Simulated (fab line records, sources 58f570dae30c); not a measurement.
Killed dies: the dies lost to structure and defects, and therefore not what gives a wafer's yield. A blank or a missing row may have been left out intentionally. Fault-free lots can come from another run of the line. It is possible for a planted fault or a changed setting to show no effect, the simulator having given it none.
fab line records -- flow berkeleyCmos170
record: lots: 5, wafers: 15, lastDay: 13
route steps=331 shown NVT@105 PVT@115 GATE@125
lots untouched by any fault: they come from a run of this same line in which no faults occurred
startH: hours from the record's first day to the start of the lot's first wafer shown -- waitH: hours elapsed since this lot's preceding step -- " identical to the entry in the row above -- L1.1+2: a single row standing in for several wafers -- - no value, or no start given -- * or withheld: withheld -- < > ~ a bound
route shown NAME@n: a module of which the file shows steps, and the number in the route of the first -- usual: mean and standard deviation over wafers with no fault -- same: alike in all rows -- chamber/n: place in a boat -- sites: readings site by site -- _std_site: the values' standard deviation -- _edge_site: the outer-site mean with the inner-site mean subtracted -- radiusMm: for every site, how far away it sits from the centre of the wafer -- mask NAME#n: copy n -- behind: the last tool/chamber to shape the wafer -- hold: reason for holding the lot/hours on hold/outcome of the hold -- device: the transistor (n, p or np) that didn't switch -- end of line: the tests these same wafers got at the end of their route -- a step given without rows: its recipe and nothing more -- killed: count of dies lost to structure and defects at first sort (not the wafer's yield) -- map: dies across one wafer; x = killed, . = not, _ = none there
set.NAME: the setting as run; set.NAME@STEP: as run at that earlier step -- model.NAME: the simulator's own value behind a step, which no gauge read
lots at some steps of the route; a table a step, a row a wafer
services: from which hour (startH, from the record's first day; less than 0 if before it) a tool's chamber was out of use, for how many hours, and why
== steps ==
step: UCB170_NVT_COAT_01
recipe: resist: KrF, spinRpm: 1500, resistThkNm: 900
lot.wafer,tool,chamber,startH,waitH
L078.2+4+6,lithoTrack-02,0,149.95,0.1
L080.1+3+5,lithoTrack-04,0,162.68,0.1
L094.3+4+5,lithoTrack-04,0,225.06,0.1
L095.2+3+4,lithoTrack-01,0,235.87,0.1
L097.1+3+5,lithoTrack-01,0,241.60,0.1
step: UCB170_NVT_SOFTBAKE_02
recipe: resist: KrF, tempC: 130, timeS: 60
usual: plateTempC: 130.00/0.12
lot.wafer,tool,chamber,startH,waitH,plateTempC
L078.2,lithoTrack-02,0,150.10,0.1,130.08
L078.4,lithoTrack-02,0,150.10,0.1,130.16
L078.6,lithoTrack-02,0,150.10,0.1,130.13
L080.1,lithoTrack-04,0,162.83,0.1,129.70
L080.3,lithoTrack-04,0,162.83,0.1,129.94
L080.5,lithoTrack-04,0,162.83,0.1,130.13
L094.3,lithoTrack-04,0,225.21,0.1,129.81
L094.4,lithoTrack-04,0,225.21,0.1,130.10
L094.5,lithoTrack-04,0,225.21,0.1,130.02
L095.2,lithoTrack-01,0,236.02,0.1,130.09
L095.3,lithoTrack-01,0,236.02,0.1,129.93
L095.4,lithoTrack-01,0,236.02,0.1,129.95
L097.1,lithoTrack-01,0,241.75,0.1,129.97
L097.3,lithoTrack-01,0,241.75,0.1,130.01
L097.5,lithoTrack-01,0,241.75,0.1,130.16
step: UCB170_NVT_EXPOSE_03
recipe: maskId: PWELL, targetCdNm: 3000, na: 0.5, sigmaOuter: 0.6, sourceShape: conventional, doseMj: 30
lot.wafer,tool,chamber,startH,waitH,mask
L078.2+4+6,krfScanner-01,0,150.41,0.3,PWELL#0
L080.1+3+5,krfScanner-02,0,163.47,0.6,PWELL#0
L094.3+4+5,krfScanner-02,0,225.56,0.3,PWELL#0
L095.2+3+4,krfScanner-01,0,236.29,0.2,PWELL#0
L097.1+3+5,krfScanner-02,0,242.11,0.3,PWELL#0
step: UCB170_NVT_PEB_04
recipe: pebTempC: 130, pebTimeS: withheld, resist: KrF
usual: plateTempC: 130.01/0.13
lot.wafer,tool,chamber,startH,waitH,plateTempC
L078.2,lithoTrack-02,0,150.54,0.1,130.07
L078.4,lithoTrack-02,0,150.54,0.1,130.16
L078.6,lithoTrack-02,0,150.54,0.1,130.08
L080.1,lithoTrack-04,0,163.58,0.1,130.02
L080.3,lithoTrack-04,0,163.58,0.1,130.07
L080.5,lithoTrack-04,0,163.58,0.1,129.96
L094.3,lithoTrack-02,0,225.99,0.4,129.97
L094.4,lithoTrack-02,0,225.99,0.4,129.88
L094.5,lithoTrack-02,0,225.99,0.4,129.95
L095.2,lithoTrack-02,0,236.62,0.3,129.88
L095.3,lithoTrack-02,0,236.62,0.3,130.01
L095.4,lithoTrack-02,0,236.62,0.3,130.23
L097.1,lithoTrack-04,0,242.22,0.1,129.98
L097.3,lithoTrack-04,0,242.22,0.1,129.79
L097.5,lithoTrack-04,0,242.22,0.1,129.82
step: UCB170_NVT_DEVELOP_05
recipe: developer: TMAH, developTimeS: 45, resist: KrF, devTempC: 21
lot.wafer,tool,chamber,startH,waitH
L078.2+4+6,lithoTrack-02,0,-,-
L080.1+3+5,lithoTrack-04,0,-,-
L094.3+4+5,lithoTrack-02,0,-,-
L095.2+3+4,lithoTrack-02,0,-,-
L097.1+3+5,lithoTrack-04,0,-,-
step: UCB170_NVT_OVL_MEAS_06
usual: NVT_OVL: -2/4.6
lot.wafer,tool,chamber,startH,waitH,NVT_OVL[nm]
L078.2,overlay-01,-,150.79,-,-2
L078.4,overlay-01,-,150.79,-,-5
L078.6,overlay-01,-,150.79,-,-4
L080.1,overlay-02,-,163.86,-,3
L080.3,overlay-02,-,163.86,-,5
L080.5,overlay-02,-,163.86,-,4
L094.3,overlay-01,-,226.23,-,2
L094.4,overlay-01,-,226.23,-,-1
L094.5,overlay-01,-,226.23,-,1
L095.2,overlay-01,-,236.87,-,-11
L095.3,overlay-01,-,236.87,-,-3
L095.4,overlay-01,-,236.87,-,-5
L097.1,overlay-02,-,242.50,-,1
L097.3,overlay-02,-,242.50,-,-1
L097.5,overlay-02,-,242.50,-,-3
step: UCB170_NVT_IMPLANT_07
recipe: species: BF2, doseCm2: 3e+12, energyKev: 50, tiltDeg: 7
lot.wafer,tool,chamber,startH,waitH
L078.2+4+6,implanter-01,0,150.85,0.0
L080.1+3+5,implanter-04,0,163.89,0.0
L094.3+4+5,implanter-04,0,226.30,0.1
L095.2+3+4,implanter-01,0,236.93,0.0
L097.1+3+5,implanter-01,0,242.53,0.0
step: UCB170_NVT_STRIP_08
recipe: chemistry: O2, powerW: 400, pressureMtorr: 3500, platenTempC: withheld, o2FlowSccm: 400, overashFraction: 0.5
usual: drypumpMotorCurrentA: 5.6/0.67, o2FlowSccm: 399.9/1.3, oesProductAu: 0.735/0.0043, stripTimeToEndpointS: 21.60/0.062
lot.wafer,tool,chamber,startH,waitH,drypumpMotorCurrentA,o2FlowSccm,oesProductAu,rfHoursCounterH,stripTimeToEndpointS
L078.2,plasmaAsher-01,0,150.97,0.1,6.6,399.0,0.727,38,21.55
L078.4,plasmaAsher-01,0,150.97,0.1,6.6,401.0,0.733,-,21.60
L078.6,plasmaAsher-01,1,150.97,0.1,5.5,400.0,0.735,-,21.61
L080.1,plasmaAsher-03,1,164.04,0.1,4.9,400.5,0.740,3,21.63
L080.3,plasmaAsher-03,1,164.04,0.1,4.9,401.7,0.733,-,21.58
L080.5,plasmaAsher-03,1,164.04,0.1,4.8,401.9,0.741,-,21.64
L094.3,plasmaAsher-04,1,226.44,0.1,4.7,400.4,0.736,-,21.61
L094.4,plasmaAsher-04,0,226.44,0.1,6.0,400.4,0.735,-,21.70
L094.5,plasmaAsher-04,0,226.44,0.1,6.1,400.0,0.736,-,21.65
L095.2,plasmaAsher-04,1,237.05,0.1,4.7,400.7,0.737,52,21.62
L095.3,plasmaAsher-04,1,237.05,0.1,4.7,400.6,0.733,-,21.61
L095.4,plasmaAsher-04,0,237.05,0.1,6.0,399.1,0.737,-,21.67
L097.1,plasmaAsher-04,0,242.68,0.1,6.1,402.9,0.732,53,21.64
L097.3,plasmaAsher-04,1,242.68,0.1,4.7,399.8,0.742,-,21.66
L097.5,plasmaAsher-04,1,242.68,0.1,4.7,398.4,0.731,-,21.55
step: UCB170_NVT_TW_MEAS_09
usual: NVT_TW: 528/5.9
lot.wafer,tool,chamber,startH,waitH,NVT_TW
L078.2,filmMetro-03,-,151.09,0.1,537
L078.4,filmMetro-03,-,151.09,0.1,539
L078.6,filmMetro-03,-,151.09,0.1,536
L080.1,filmMetro-01,-,164.14,0.1,525
L080.3,filmMetro-01,-,164.14,0.1,523
L080.5,filmMetro-01,-,164.14,0.1,527
L094.3,filmMetro-04,-,226.52,0.1,529
L094.4,filmMetro-04,-,226.52,0.1,528
L094.5,filmMetro-04,-,226.52,0.1,529
L095.2,filmMetro-01,-,237.16,0.1,522
L095.3,filmMetro-01,-,237.16,0.1,523
L095.4,filmMetro-01,-,237.16,0.1,525
L097.1,filmMetro-01,-,242.78,0.1,526
L097.3,filmMetro-01,-,242.78,0.1,525
L097.5,filmMetro-01,-,242.78,0.1,526
step: UCB170_NVT_CLEAN_10
recipe: chemistry: SPM, tempC: 120, timeS: 600
lot.wafer,tool,chamber,startH,waitH
L078.2+4+6,wetBench-01,3,151.21,0.1
L080.1+3+5,wetBench-01,0,164.39,0.2
L094.3+4+5,wetBench-02,2,226.56,0.0
L095.2+3+4,wetBench-02,2,237.21,0.0
L097.1+3+5,wetBench-02,0,243.96,1.2
step: UCB170_PVT_HMDS_00
recipe: primeTimeS: 60, primeTempC: 100
usual: primeTempC: 100.00/0.13
same: primeTimeS: 60
lot.wafer,tool,chamber,startH,waitH,primeTempC
L078.2,lithoTrack-03,0,151.47,0.1,100.06
L078.4,lithoTrack-03,0,151.47,0.1,100.01
L078.6,lithoTrack-03,0,151.47,0.1,100.01
L080.1,lithoTrack-01,0,164.70,0.1,99.96
L080.3,lithoTrack-01,0,164.70,0.1,100.06
L080.5,lithoTrack-01,0,164.70,0.1,100.07
L094.3,lithoTrack-04,0,227.28,0.5,99.99
L094.4,lithoTrack-04,0,227.28,0.5,100.03
L094.5,lithoTrack-04,0,227.28,0.5,99.81
L095.2,lithoTrack-04,0,237.69,0.3,100.11
L095.3,lithoTrack-04,0,237.69,0.3,100.06
L095.4,lithoTrack-04,0,237.69,0.3,100.03
L097.1,lithoTrack-03,0,244.51,0.4,99.94
L097.3,lithoTrack-03,0,244.51,0.4,100.06
L097.5,lithoTrack-03,0,244.51,0.4,99.97
step: UCB170_PVT_COAT_01
recipe: resist: KrF, spinRpm: 1500, resistThkNm: 900
lot.wafer,tool,chamber,startH,waitH
L078.2+4+6,lithoTrack-03,0,151.62,0.1
L080.1+3+5,lithoTrack-01,0,164.85,0.1
L094.3+4+5,lithoTrack-04,0,227.43,0.1
L095.2+3+4,lithoTrack-04,0,237.84,0.1
L097.1+3+5,lithoTrack-03,0,244.66,0.1
step: UCB170_PVT_SOFTBAKE_02
recipe: resist: KrF, tempC: 130, timeS: 60
usual: plateTempC: 129.97/0.15
lot.wafer,tool,chamber,startH,waitH,plateTempC
L078.2,lithoTrack-03,0,151.77,0.1,130.01
L078.4,lithoTrack-03,0,151.77,0.1,129.91
L078.6,lithoTrack-03,0,151.77,0.1,130.10
L080.1,lithoTrack-01,0,165.00,0.1,130.03
L080.3,lithoTrack-01,0,165.00,0.1,130.03
L080.5,lithoTrack-01,0,165.00,0.1,129.84
L094.3,lithoTrack-04,0,227.58,0.1,129.83
L094.4,lithoTrack-04,0,227.58,0.1,129.69
L094.5,lithoTrack-04,0,227.58,0.1,129.78
L095.2,lithoTrack-04,0,237.99,0.1,130.32
L095.3,lithoTrack-04,0,237.99,0.1,130.28
L095.4,lithoTrack-04,0,237.99,0.1,130.12
L097.1,lithoTrack-03,0,244.81,0.1,129.99
L097.3,lithoTrack-03,0,244.81,0.1,129.88
L097.5,lithoTrack-03,0,244.81,0.1,129.94
step: UCB170_PVT_EXPOSE_03
recipe: maskId: NWELL, targetCdNm: 3000, na: 0.5, sigmaOuter: 0.6, sourceShape: conventional, doseMj: 30
lot.wafer,tool,chamber,startH,waitH,mask
L078.2+4+6,krfScanner-01,0,152.20,0.4,NWELL#0
L080.1+3+5,krfScanner-02,0,165.27,0.2,NWELL#0
L094.3+4+5,krfScanner-02,0,227.72,0.1,NWELL#0
L095.2+3+4,krfScanner-01,0,238.26,0.2,NWELL#0
L097.1+3+5,krfScanner-02,0,245.13,0.3,NWELL#0
step: UCB170_PVT_PEB_04
recipe: pebTempC: 130, pebTimeS: withheld, resist: KrF
usual: plateTempC: 129.97/0.13
lot.wafer,tool,chamber,startH,waitH,plateTempC
L078.2,lithoTrack-04,0,152.59,0.4,129.87
L078.4,lithoTrack-04,0,152.59,0.4,129.94
L078.6,lithoTrack-04,0,152.59,0.4,129.98
L080.1,lithoTrack-03,0,165.51,0.2,129.93
L080.3,lithoTrack-03,0,165.51,0.2,129.78
L080.5,lithoTrack-03,0,165.51,0.2,129.98
L094.3,lithoTrack-03,0,228.30,0.6,129.99
L094.4,lithoTrack-03,0,228.30,0.6,130.25
L094.5,lithoTrack-03,0,228.30,0.6,130.19
L095.2,lithoTrack-04,0,238.87,0.6,130.03
L095.3,lithoTrack-04,0,238.87,0.6,129.96
L095.4,lithoTrack-04,0,238.87,0.6,130.09
L097.1,lithoTrack-01,0,245.79,0.6,130.00
L097.3,lithoTrack-01,0,245.79,0.6,129.89
L097.5,lithoTrack-01,0,245.79,0.6,129.94
step: UCB170_PVT_DEVELOP_05
recipe: developer: TMAH, developTimeS: 45, resist: KrF, devTempC: 21
lot.wafer,tool,chamber,startH,waitH
L078.2+4+6,lithoTrack-04,0,-,-
L080.1+3+5,lithoTrack-03,0,-,-
L094.3+4+5,lithoTrack-03,0,-,-
L095.2+3+4,lithoTrack-04,0,-,-
L097.1+3+5,lithoTrack-01,0,-,-
step: UCB170_PVT_OVL_MEAS_06
usual: PVT_OVL: 1/5.1
lot.wafer,tool,chamber,startH,waitH,PVT_OVL[nm]
L078.2,overlay-02,-,152.84,-,6
L078.4,overlay-02,-,152.84,-,8
L078.6,overlay-02,-,152.84,-,1
L080.1,overlay-02,-,165.79,-,-8
L080.3,overlay-02,-,165.79,-,-5
L080.5,overlay-02,-,165.79,-,1
L094.3,overlay-01,-,228.54,-,8
L094.4,overlay-01,-,228.54,-,4
L094.5,overlay-01,-,228.54,-,5
L095.2,overlay-01,-,239.12,-,-2
L095.3,overlay-01,-,239.12,-,4
L095.4,overlay-01,-,239.12,-,4
L097.1,overlay-02,-,246.07,-,-5
L097.3,overlay-02,-,246.07,-,-1
L097.5,overlay-02,-,246.07,-,-2
step: UCB170_PVT_IMPLANT_07
recipe: species: P, doseCm2: 2e+12, energyKev: 30, tiltDeg: 7
lot.wafer,tool,chamber,startH,waitH
L078.2+4+6,implanter-01,0,152.90,0.0
L080.1+3+5,implanter-01,0,165.82,0.0
L094.3+4+5,implanter-02,0,228.67,0.1
L095.2+3+4,implanter-01,0,239.18,0.0
L097.1+3+5,implanter-01,0,246.14,0.1
step: UCB170_PVT_STRIP_08
recipe: chemistry: O2, powerW: 400, pressureMtorr: 3500, platenTempC: withheld, o2FlowSccm: 400, overashFraction: 0.5
usual: drypumpMotorCurrentA: 5.7/0.55, o2FlowSccm: 399.8/1.3, oesProductAu: 0.734/0.0044, stripTimeToEndpointS: 21.62/0.055
lot.wafer,tool,chamber,startH,waitH,drypumpMotorCurrentA,o2FlowSccm,oesProductAu,rfHoursCounterH,stripTimeToEndpointS
L078.2,plasmaAsher-02,0,153.02,0.1,5.1,398.1,0.724,43,21.53
L078.4,plasmaAsher-02,1,153.02,0.1,6.0,400.1,0.739,-,21.63
L078.6,plasmaAsher-02,1,153.02,0.1,6.0,400.6,0.732,-,21.60
L080.1,plasmaAsher-02,1,165.97,0.1,6.0,399.1,0.732,44,21.60
L080.3,plasmaAsher-02,1,165.97,0.1,6.0,399.0,0.735,-,21.61
L080.5,plasmaAsher-02,1,165.97,0.1,6.0,399.4,0.733,-,21.61
L094.3,plasmaAsher-02,0,228.90,0.2,5.1,400.7,0.737,-,21.57
L094.4,plasmaAsher-02,1,228.90,0.2,6.0,397.9,0.732,-,21.53
L094.5,plasmaAsher-02,0,228.90,0.2,5.1,400.2,0.741,-,21.57
L095.2,plasmaAsher-03,1,239.30,0.1,4.9,400.0,0.743,11,21.62
L095.3,plasmaAsher-03,1,239.30,0.1,4.8,399.5,0.728,-,21.60
L095.4,plasmaAsher-03,0,239.30,0.1,5.9,400.2,0.729,-,21.57
L097.1,plasmaAsher-02,1,246.29,0.1,6.0,402.5,0.739,54,21.59
L097.3,plasmaAsher-02,0,246.29,0.1,5.1,396.3,0.735,-,21.61
L097.5,plasmaAsher-02,1,246.29,0.1,6.0,398.8,0.729,-,21.59
step: UCB170_PVT_TW_MEAS_09
usual: PVT_TW: 510/8.4
lot.wafer,tool,chamber,startH,waitH,PVT_TW
L078.2,filmMetro-04,-,153.13,0.1,507
L078.4,filmMetro-04,-,153.13,0.1,510
L078.6,filmMetro-04,-,153.13,0.1,509
L080.1,filmMetro-04,-,166.07,0.1,511
L080.3,filmMetro-04,-,166.07,0.1,507
L080.5,filmMetro-04,-,166.07,0.1,508
L094.3,filmMetro-03,-,228.99,0.1,519
L094.4,filmMetro-03,-,228.99,0.1,517
L094.5,filmMetro-03,-,228.99,0.1,519
L095.2,filmMetro-04,-,239.41,0.1,509
L095.3,filmMetro-04,-,239.41,0.1,511
L095.4,filmMetro-04,-,239.41,0.1,510
L097.1,filmMetro-04,-,246.40,0.1,505
L097.3,filmMetro-04,-,246.40,0.1,506
L097.5,filmMetro-04,-,246.40,0.1,504
step: UCB170_GATE_WET_ETCH_00
recipe: chemistry: dHF, dilution: 25:1, target: SiO2, tempC: 25, timeS: 200
lot.wafer,tool,chamber,startH,waitH
L078.2+4+6,wetBench-03,3,153.27,0.1
L080.1+3+5,wetBench-01,0,166.13,0.1
L094.3+4+5,wetBench-03,1,229.03,0.0
L095.2+3+4,wetBench-03,3,239.58,0.2
L097.1+3+5,wetBench-02,0,246.46,0.1
== services ==
tool,chamber,startH,hours,kind
plasmaAsher-03,-,134.55,14.6,pm
implanter-04,-,139.70,2.7,repair
implanter-04,-,147.29,0.6,repair
wetBench-03,-,160.79,3.5,repair
krfScanner-02,-,170.78,4.4,pm
krfScanner-02,-,185.56,0.8,pm
implanter-01,-,203.03,10.5,pm
implanter-02,-,220.96,5.3,repair
krfScanner-02,-,222.18,1.3,pm
plasmaAsher-03,-,228.49,5.8,repair
plasmaAsher-04,-,233.75,0.6,repair
krfScanner-01,-,246.43,0.8,pm
== key ==
fault none
